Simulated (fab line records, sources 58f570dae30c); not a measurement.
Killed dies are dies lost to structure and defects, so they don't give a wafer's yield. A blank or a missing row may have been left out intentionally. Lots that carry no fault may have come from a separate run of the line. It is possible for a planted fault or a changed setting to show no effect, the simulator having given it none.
A single fault, viewed from 2 desks | flow berkeley cmos170 | each desk holds nothing but its own numbers, with what lay behind them at the end

== AT THE TOOL OWNER'S DESK: rie diel-01 ==
The tool's own readings at UCB170_GATE_ETCH_14 (etches BARC in N2/H2): means of the sampled wafers that have a number, for each lot that ran on this tool. If a lot's mean is further than 4 standard deviations from the usual mean, the lot is out of limits and carries the mark OUT (the distance appears in the brackets).
Columns: A = drypump motor current A at UCB170_GATE_ETCH_14, usual 5.8 A; B = h2 flow sccm at UCB170_GATE_ETCH_14, usual 200.0 sccm; C = oes product au at UCB170_GATE_ETCH_14, usual 0.994 a.u.; D = rf fwd power W at UCB170_GATE_ETCH_14, usual 493.9 W; E = throttle valve pct at UCB170_GATE_ETCH_14, usual 13.26 %
lot  | first seen here | A   | B     | C                | D     | E
L300 | day 7 11:36     | 5.6 | 200.0 | 0.997            | 492.4 | 13.38
L303 | day 8 07:44     | 5.1 | 199.9 | 1.000            | 492.2 | 13.47
L308 | day 9 23:16     | 5.9 | 199.8 | 0.994            | 496.2 | 13.43
L315 | day 10 14:21    | 6.3 | 199.7 | 1.167 (+9.1) OUT | 494.1 | 13.28
L314 | day 10 14:51    | 5.9 | 199.5 | 1.185 (+10) OUT  | 492.8 | 13.45
This desk's verdict: out of limits on L314, L315, starting with L315 at day 10 14:21 (oes product au at UCB170_GATE_ETCH_14). L300, L303, L308: within limits.

== METROLOGY DESK ==
Lot by lot, what the gauges showed, no matter which tool ran the lot: averages of those sampled wafers that carry a number. If a lot's mean is further than 4 standard deviations from the usual mean, the lot is out of limits and carries the mark OUT (the distance appears in the brackets).
Columns: A = PWELL_NITRIDE_THK at UCB170_PWELL_THK_MEAS_06, usual 220.6 nm; B = PSD_OVL at UCB170_PSD_OVL_MEAS_07, usual -4 nm
lot  | first seen here | A     | B
L300 | day 3 22:04     | 223.2 | -9
L301 | day 4 02:27     | 221.8 | -2
L303 | day 4 14:50     | 221.6 | -7
L304 | day 4 20:11     | 216.2 | -3
L305 | day 5 04:12     | 222.1 | 7
L307 | day 5 04:16     | 221.2 | 2
L308 | day 5 20:47     | 222.7 | -7
L311 | day 6 02:26     | 224.0 | -11
L313 | day 6 09:26     | 221.6 | -1
L314 | day 6 19:22     | 220.1 | -5
L315 | day 6 23:54     | 219.3 | -1
L316 | day 6 23:55     | 216.5 | -1
L317 | day 7 10:00     | 221.1 | 3
L319 | day 8 02:10     | 220.3 | -4
This desk's finding: nothing out of limits on any of the 14 lots.

== ALL TOGETHER ==
At day 10 14:21, on L314, L315, the tool owner's desk was in a position to raise an alarm.
Metrology desk: nothing out of limits seen.
The metrology desk has L314, L315 on record, within its limits.
All the named lots went through UCB170_GATE_ETCH_14 on rie diel-01.

== WHAT HAD BEEN PUT IN BY THE SIMULATOR ==
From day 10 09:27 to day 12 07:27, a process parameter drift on rie diel-01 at UCB170_GATE_ETCH_14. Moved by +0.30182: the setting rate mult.
Shown lots that were struck: L314, L315.
Hours from the fault's start to each desk's first reading out of limits: the tool owner's desk, 5.
